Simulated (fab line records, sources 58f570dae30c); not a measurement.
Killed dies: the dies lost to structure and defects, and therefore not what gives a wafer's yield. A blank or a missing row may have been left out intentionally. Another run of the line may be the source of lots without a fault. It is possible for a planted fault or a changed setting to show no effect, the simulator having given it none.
Split-lot trial | flow berkeley cmos170 | 23 wafers read across 5 lots, on a route 331 steps long

## THE SPLIT
At UCB170_CONTACT_CVD_01 (deposits PSG from SiH4/O2/PH3, target thk 700 nm, time 2820 s), the setting pressure mtorr was moved away from the recipe's 300 mTorr on 15 of the 23 wafers read, by -13.3% to -5.6%. For the rest of the wafers, this setting stayed at what the recipe calls for.

Split to reading: the file shows no intervening step.

## THE READING
CONTACT_PSG_THK in nanometres, read at UCB170_CONTACT_THK_MEAS_02. On this fab line, fault-free wafers typically give 698 nm with a standard deviation of 5.1 nm.

wafer  | tool, chamber at the split | pressure mtorr as run, mTorr | against the recipe | CONTACT_PSG_THK, nm | against lot-mates on the recipe
L074.2 | lpcvd-01, 1                | 300                          | recipe             | 701                 | -
L074.3 | lpcvd-01, 1                | 300                          | recipe             | 701                 | -
L074.4 | lpcvd-01, 1                | 300                          | recipe             | 698                 | -
L077.1 | -, -                       | 260                          | -13.3%             | 649                 | no lot-mate on the recipe
L077.2 | -, -                       | 260                          | -13.3%             | 647                 | no lot-mate on the recipe
L077.3 | -, -                       | 260                          | -13.3%             | 646                 | no lot-mate on the recipe
L077.5 | -, -                       | 260                          | -13.3%             | 651                 | no lot-mate on the recipe
L077.6 | -, -                       | 260                          | -13.3%             | 647                 | no lot-mate on the recipe
L079.1 | -, -                       | 283.2                        | -5.6%              | 685                 | no lot-mate on the recipe
L079.2 | -, -                       | 283.2                        | -5.6%              | 683                 | no lot-mate on the recipe
L079.3 | -, -                       | 283.2                        | -5.6%              | 686                 | no lot-mate on the recipe
L079.4 | -, -                       | 283.2                        | -5.6%              | 685                 | no lot-mate on the recipe
L079.5 | -, -                       | 283.2                        | -5.6%              | 684                 | no lot-mate on the recipe
L083.1 | -, -                       | 270.3                        | -9.9%              | 660                 | no lot-mate on the recipe
L083.2 | -, -                       | 270.3                        | -9.9%              | 663                 | no lot-mate on the recipe
L083.4 | -, -                       | 270.3                        | -9.9%              | 658                 | no lot-mate on the recipe
L083.5 | -, -                       | 270.3                        | -9.9%              | 663                 | no lot-mate on the recipe
L083.6 | -, -                       | 270.3                        | -9.9%              | 655                 | no lot-mate on the recipe
L085.1 | -, -                       | 300                          | recipe             | 698                 | -
L085.2 | -, -                       | 300                          | recipe             | 695                 | -
L085.3 | -, -                       | 300                          | recipe             | 697                 | -
L085.4 | -, -                       | 300                          | recipe             | 694                 | -
L085.5 | -, -                       | 300                          | recipe             | 699                 | -

FIT RESULTS
A straight line over all 23 wafers: CONTACT_PSG_THK changes by +3.81 nm for each +1% of pressure mtorr; r = +0.98; the points scatter about the line by 4.2 nm.
Too few moved wafers have a lot-mate on the recipe to fit a line with each lot's own level taken away.

## THE WHOLE CHAIN: every reading that the file lists as answering this split, in the file's order
step                       | what it does                                                               | reading                                                                       | change (the file's fit)              | r (the file's)
UCB170_CONTACT_CVD_01      | deposits PSG from SiH4/O2/PH3, target thk 700 nm, time 2820 s              | PSG_of_CONTACT_CVD_01.thk nm (the simulator's own value, which no gauge read) | +3.83 nm for each +1% of the setting | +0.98
UCB170_CONTACT_THK_MEAS_02 |                                                                            | CONTACT_PSG_THK                                                               | +3.82 for each +1% of the setting    | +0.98
UCB170_CONTACT_ETCH_18     | etches PSG in CHF3/CF4/Ar, stops on TiSi2, target depth 840 nm, time 195 s | CONTACT.feature depth nm (the simulator's own value, which no gauge read)     | +3.83 nm for each +1% of the setting | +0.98
UCB170_CONTACT_ETCH_18     | etches PSG in CHF3/CF4/Ar, stops on TiSi2, target depth 840 nm, time 195 s | etch.depth nm (the simulator's own value, which no gauge read)                | +3.83 nm for each +1% of the setting | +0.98

## THE FILE'S OWN FIT
CONTACT_PSG_THK changes by +3.82 nm for each +1% of pressure mtorr, r = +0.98.
